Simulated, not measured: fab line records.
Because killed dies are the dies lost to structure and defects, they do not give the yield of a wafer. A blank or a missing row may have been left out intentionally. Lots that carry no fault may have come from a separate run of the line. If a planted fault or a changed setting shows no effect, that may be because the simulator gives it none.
Which of the tools did it? | flow berkeleyCmos170 | 21 wafers from 7 lots sampled at 3 of the route's 331 steps

## WHAT THE GAUGES SHOWED, per wafer
UCB170_SACOX_THK_MEAS_02.
lot  | measured    | on           | SACOX_OXIDE_THK (nm)
L787 | day 5 13:50 | filmMetro-03 | 14.68 14.78 14.79
L791 | day 5 19:25 | filmMetro-02 | 14.36 14.05 14.31
L789 | day 5 19:28 | filmMetro-01 | 14.36 14.36 14.34
L793 | day 6 21:01 | filmMetro-03 | 14.58 14.83 14.52
L797 | day 7 04:28 | filmMetro-03 | 14.81 14.99 15.04
L800 | day 8 04:26 | filmMetro-01 | 6.25 6.07 6.50
L805 | day 9 00:12 | filmMetro-03 | 6.31 6.71 6.56

## EACH LOT AND THE TOOL THAT RAN IT (in order: tool; ch and the chambers of the sampled wafers; start)
lot  | UCB170_ACTIVE_ETCH_15            | UCB170_SACOX_OXIDATION_01
L787 | rieDiel-02 ch 2,3, day 4 15:11   | furnace-02 ch 0, day 5 12:08
L791 | rieDiel-04 ch 0,3, day 4 22:44   | furnace-02 ch 0, day 5 17:44
L789 | rieDiel-01 ch 0,1, day 4 23:17   | furnace-02 ch 0, day 5 17:44
L793 | rieDiel-04 ch 1,2,3, day 5 23:14 | furnace-02 ch 0, day 6 19:21
L797 | rieDiel-04 ch 1,2, day 6 08:01   | furnace-04 ch 0, day 7 02:49
L800 | rieDiel-04 ch 0,1,2, day 7 05:43 | furnace-04 ch 0, day 8 02:46
L805 | rieDiel-04 ch 1,2, day 8 01:23   | furnace-04 ch 0, day 8 22:31
- UCB170_ACTIVE_ETCH_15: etches Si3N4 in CH3F/Ar/O2, stops on SiO2, target depth 242 nm, time 151 s.
- UCB170_SACOX_OXIDATION_01: target thk 14.4 nm, ox time 2400 s.

## THE ANSWER, worked out from the rows above alone
Rule: the usual values come from the lots themselves. Put in order of their means at a reading, lots are off if they are a third of the lots or fewer, leave a main group of 4 or more, and stand apart from it by a gap of 3 or more times the standard deviation of the main group's means; of several such gaps the widest counts. A main group is skipped when, at the precision printed for the reading in the tables above, its means are all equal. Also off: a lot with no number at a reading for which 4 or more lots have one. All remaining lots with rows at the step are treated as sound.
Off: at UCB170_SACOX_THK_MEAS_02 (SACOX_OXIDE_THK), L800, L805. The main group has a mean of 14.59 nm with a standard deviation of 0.26.
If a tool, at a process step before that reading, ran all the lots that are off and no sound lot after the first of them, it fits. Those tools and the gauges at UCB170_SACOX_THK_MEAS_02 are tried in the same way. Undecided on this evidence; 2 tools fit (rieDiel-04 at UCB170_ACTIVE_ETCH_15, furnace-04 at UCB170_SACOX_OXIDATION_01).

## WHAT HAD BEEN PUT IN BY THE SIMULATOR
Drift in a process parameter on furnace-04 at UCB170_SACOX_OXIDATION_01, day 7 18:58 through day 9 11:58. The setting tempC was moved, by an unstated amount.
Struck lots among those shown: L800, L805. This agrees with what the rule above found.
